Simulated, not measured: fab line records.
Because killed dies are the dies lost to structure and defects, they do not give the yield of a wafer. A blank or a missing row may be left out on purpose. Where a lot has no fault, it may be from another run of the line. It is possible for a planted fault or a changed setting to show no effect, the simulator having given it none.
Which tool did it?	flow rit-cmos	39 wafers from 13 lots sampled at 2 of the route's 202 steps

WHAT THE GAUGES READ, wafer by wafer
RIT_PRETRO_TW_MEAS_10. Usual: PRETRO_TW typically reads 474.2, with standard deviation 2.9.
lot	measured	on	PRETRO_TW	flag
L750	day 2 08:28	film-metro-04	475.3 477.0 477.5	
L751	day 2 11:55	film-metro-04	477.6 478.4 477.5	
L752	day 2 17:49	film-metro-01	475.4 476.0 475.7	
L753	day 2 23:10	film-metro-03	471.8 470.0 471.6	
L754	day 3 05:22	film-metro-01	475.3 474.9 474.4	
L755	day 3 10:17	film-metro-01	472.2 476.1 473.3	
L756	day 3 12:52	film-metro-03	29.7 29.6 29.7	OFF
L757	day 3 19:17	film-metro-03	29.7 29.7 29.7	OFF
L758	day 4 05:30	film-metro-04	30.1 30.1 30.1	OFF
L765	day 5 12:44	film-metro-03	473.6 475.4 475.2	
L770	day 6 11:19	film-metro-04	477.1 474.7 474.5	
L772	day 6 22:09	film-metro-03	470.0 469.9 472.0	
L773	day 7 03:19	film-metro-03	472.3 472.6 471.4	

WHAT TOOL EACH LOT RAN ON (gives the tool, then ch and the chambers of the sampled wafers, and finally the start)
lot	RIT_NRETRO_STRIP_09
L750	plasma-asher-04 ch 0,1, day 2 06:37
L751	plasma-asher-02 ch 0,1, day 2 10:11
L752	plasma-asher-02 ch 0,1, day 2 15:55
L753	plasma-asher-03 ch 0,1, day 2 21:26
L754	plasma-asher-04 ch 0,1, day 3 03:39
L755	plasma-asher-03 ch 0,1, day 3 08:32
L756	plasma-asher-02 ch 0,1, day 3 11:11
L757	plasma-asher-04 ch 0,1, day 3 17:26
L758	plasma-asher-04 ch 0,1, day 4 03:39
L765	plasma-asher-02 ch 0, day 5 10:57
L770	plasma-asher-04 ch 0,1, day 6 09:29
L772	plasma-asher-03 ch 0,1, day 6 20:25
L773	plasma-asher-03 ch 0,1, day 7 01:35
- RIT_NRETRO_STRIP_09: strips in O2, time 180 s.

AS READ BY THE TOOLS THEMSELVES (means over the sampled wafers that have a number; for cases with no such wafer, the mark the record gives instead)
RIT_NRETRO_STRIP_09. Usual: chamber-pressure-mTorr 4000 mTorr, standard deviation 3.7; drypump-motor-current-A 5.6 A, standard deviation 0.57.
lot	tool	chamber-pressure-mTorr (mTorr)	drypump-motor-current-A (A)	flag
L750	plasma-asher-04	3996	5.4	
L751	plasma-asher-02	3999	6.4	
L752	plasma-asher-02	4000	6.2	
L753	plasma-asher-03	4003	5.2	
L754	plasma-asher-04	3999	5.7	
L755	plasma-asher-03	4002	5.4	
L756	plasma-asher-02	-	-	OFF
L757	plasma-asher-04	-	-	OFF
L758	plasma-asher-04	-	-	OFF
L765	plasma-asher-02	3998	6.0	
L770	plasma-asher-04	4002	5.4	
L772	plasma-asher-03	3998	5.4	
L773	plasma-asher-03	3997	5.2	

THE ANSWER, worked out from the rows above alone
Rule: a lot counts as off when the mean over its wafers that have a number is more than 3 standard deviations away from the usual mean. Also off: a lot with no number at a reading for which 4 or more lots have one. All remaining lots with rows at the step are treated as sound. First the gauges in route order, then the tools' own readings, where a lot's mean is used as printed above. The first step at which some lot is off is used, and at that step the reading that is off furthest; a lot without a number counts as furthest.
Off: L756, L757, L758, at RIT_PRETRO_TW_MEAS_10 (PRETRO_TW).
If a tool, at a process step before that reading, ran all the lots that are off and no sound lot after the first of them, it fits. The gauges at RIT_PRETRO_TW_MEAS_10 aren't tried: what is off there is off at RIT_NRETRO_STRIP_09 too, on other tools, and a gauge's error can't cause that. Not one of the candidates tried fits.

WHAT WAS PUT IN BY THE SIMULATOR
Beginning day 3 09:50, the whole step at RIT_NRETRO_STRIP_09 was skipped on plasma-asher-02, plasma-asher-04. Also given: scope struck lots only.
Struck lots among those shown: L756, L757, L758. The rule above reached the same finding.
